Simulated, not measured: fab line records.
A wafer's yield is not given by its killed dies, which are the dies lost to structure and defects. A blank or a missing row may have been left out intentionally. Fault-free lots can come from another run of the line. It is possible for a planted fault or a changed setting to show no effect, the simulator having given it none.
The tool behind it: which one?	flow ritCmos	7 lots (21 wafers sampled), 1 step of a 202-step route

WHAT THE GAUGES SHOWED, per wafer
RIT_ACTIVE_BOW_MEAS_00.
lot	measured	on	INCOMING_BOW (um)
L280	day 1 15:00	filmMetro-01	14 -14 -3
L284	day 2 11:00	filmMetro-01	2 -9 -3
L286	day 2 21:01	filmMetro-02	4 7 8
L292	day 4 03:00	filmMetro-03	6 6 -5
L294	day 4 13:00	filmMetro-02	11 6 -5
L297	day 5 04:01	filmMetro-01	2 8 12
L302	day 6 05:00	filmMetro-03	1 -6 0

WHAT TOOL EACH LOT RAN ON (gives the tool, then ch and the chambers of the sampled wafers, and finally the start)
The record holds no process step before these readings.

THE ANSWER, worked out from the rows above alone
Rule: the usual values come from the lots themselves. The widest of any qualifying gaps counts: lots, ordered by their means at a reading, are off when they make up no more than a third of the lots, leave a main group of 4 or more, and stand apart from it by 3 or more times the standard deviation of that group's means. A main group is skipped when, at the precision printed for the reading in the tables above, its means are all equal. Also off: a lot with no number at a reading for which 4 or more lots have one. Where the step has rows for the other lots, those lots are counted as sound.
Across all readings shown, no lot is off: no conclusion can be drawn from this.

WHAT WAS PUT IN BY THE SIMULATOR
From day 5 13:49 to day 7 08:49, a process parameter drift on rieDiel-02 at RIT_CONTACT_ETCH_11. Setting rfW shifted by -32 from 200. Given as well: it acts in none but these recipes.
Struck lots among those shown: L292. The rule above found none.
